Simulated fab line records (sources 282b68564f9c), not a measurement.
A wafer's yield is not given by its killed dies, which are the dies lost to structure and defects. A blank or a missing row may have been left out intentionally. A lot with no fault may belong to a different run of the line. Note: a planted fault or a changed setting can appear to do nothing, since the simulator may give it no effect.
The tool behind it: which one?	flow rit-cmos	14 lots with 42 wafers sampled at 3 steps, on a route of 202 steps

## WHAT EACH GAUGE READ, for each wafer
RIT_PLDD_TW_MEAS_10.
lot	measured	on	PLDD_TW
L879	day 3 14:25	film-metro-03	2380 2380 2364
L880	day 4 03:49	film-metro-04	2328 2330 2321
L882	day 4 04:05	film-metro-01	2333 2341 2357
L883	day 4 08:31	film-metro-01	2340 2331 2355
L885	day 4 17:40	film-metro-03	2366 2366 2367
L887	day 5 04:20	film-metro-01	2349 2334 2356
L891	day 6 02:28	film-metro-03	30 30 30
L892	day 6 06:44	film-metro-04	30 30 30
L894	day 6 23:09	film-metro-01	2335 2342 2330
L895	day 7 05:45	film-metro-03	2378 2361 2375
L896	day 7 09:44	film-metro-01	2335 2347 2348
L897	day 7 16:38	film-metro-03	2371 2378 2364
L898	day 8 00:37	film-metro-01	2339 2329 2340
L899	day 8 03:29	film-metro-03	2368 2364 2367

RIT_SDANNEAL_RS_MEAS_06: the measuring method here is four-point-probe.
lot	measured	on	PLDD_RS (ohm/sq)
L879	day 3 21:19	film-metro-03	179.3 179.6 179.5
L880	day 4 11:07	film-metro-03	178.7 178.2 179.0
L882	day 4 11:01	film-metro-04	179.2 178.2 178.3
L883	day 4 15:46	film-metro-01	179.2 178.3 178.7
L885	day 5 00:20	film-metro-03	178.7 179.2 178.8
L887	day 5 10:55	film-metro-03	179.0 179.4 179.4
L891	day 6 08:39	film-metro-01	132.8 133.0 133.3
L892	day 6 13:00	film-metro-01	133.0 132.7 133.1
L894	day 7 05:13	film-metro-04	178.6 178.0 178.2
L895	day 7 12:20	film-metro-01	179.2 178.6 178.7
L896	day 7 15:51	film-metro-04	178.9 178.6 179.1
L897	day 7 22:47	film-metro-01	178.6 178.8 178.7
L898	day 8 07:55	film-metro-04	178.4 179.0 179.1
L899	day 8 09:47	film-metro-04	178.4 178.9 178.2

## WHAT TOOL EACH LOT RAN ON (gives the tool, then ch and the chambers of the sampled wafers, and finally the start)
lot	RIT_PLDD_IMPLANT_08
L879	implanter-04 ch 0, day 3 14:07
L880	implanter-02 ch 0, day 4 03:30
L882	implanter-03 ch 0, day 4 03:46
L883	implanter-04 ch 0, day 4 08:14
L885	implanter-02 ch 0, day 4 17:21
L887	implanter-02 ch 0, day 5 04:02
L891	implanter-02, day 6 02:08
L892	implanter-04, day 6 06:25
L894	implanter-03 ch 0, day 6 22:49
L895	implanter-02 ch 0, day 7 05:25
L896	implanter-04 ch 0, day 7 09:25
L897	implanter-03 ch 0, day 7 16:19
L898	implanter-04 ch 0, day 8 00:20
L899	implanter-04 ch 0, day 8 03:10
- RIT_PLDD_IMPLANT_08

## AS READ BY THE TOOLS THEMSELVES (means over the sampled wafers that have a number; for cases with no such wafer, the mark the record gives instead)
RIT_PLDD_IMPLANT_08.
lot	tool	beam-energy-keV	beam-on-s (s)	tilt-deg (degrees)
L879	implanter-04	19.997	10.09	7.017
L880	implanter-02	20.004	9.94	7.025
L882	implanter-03	19.993	9.79	6.976
L883	implanter-04	19.997	10.07	6.993
L885	implanter-02	20.000	10.06	6.997
L887	implanter-02	19.999	10.19	7.021
L891	implanter-02	-	-	-
L892	implanter-04	-	-	-
L894	implanter-03	20.006	9.78	6.975
L895	implanter-02	19.995	9.92	7.009
L896	implanter-04	20.004	9.91	7.015
L897	implanter-03	19.996	9.97	7.004
L898	implanter-04	19.996	10.06	7.015
L899	implanter-04	20.000	10.01	6.952

## THE ANSWER, worked out from the rows above alone
Rule: the usual values come from the lots themselves. Put in order of their means at a reading, lots are off if they are a third of the lots or fewer, leave a main group of 4 or more, and stand apart from it by a gap of 3 or more times the standard deviation of the main group's means; of several such gaps the widest counts. A main group whose means are all the same, to the digits that the tables above print for the reading, isn't used. A lot without any number at a reading at which 4 lots or more have one is off too. Any other lot the step has rows for is counted as sound. The gauges are gone through in route order, then the tools' own readings, and for those a lot's mean is taken as printed above. The first step at which some lot is off is used, and at that step the reading that is off furthest; a lot without a number counts as furthest.
Off: L891, L892, at RIT_PLDD_TW_MEAS_10 (PLDD_TW). The main group: mean 2352, standard deviation 16.
A tool fits if, at a process step before that reading, it ran every lot that is off, and no sound lot after the first of them. Not tried: the gauges at RIT_PLDD_TW_MEAS_10; whatever is off there is also off at RIT_SDANNEAL_RS_MEAS_06, on other tools, and gauge error can't account for it. None of those tried fits.

## WHAT WAS PUT IN BY THE SIMULATOR
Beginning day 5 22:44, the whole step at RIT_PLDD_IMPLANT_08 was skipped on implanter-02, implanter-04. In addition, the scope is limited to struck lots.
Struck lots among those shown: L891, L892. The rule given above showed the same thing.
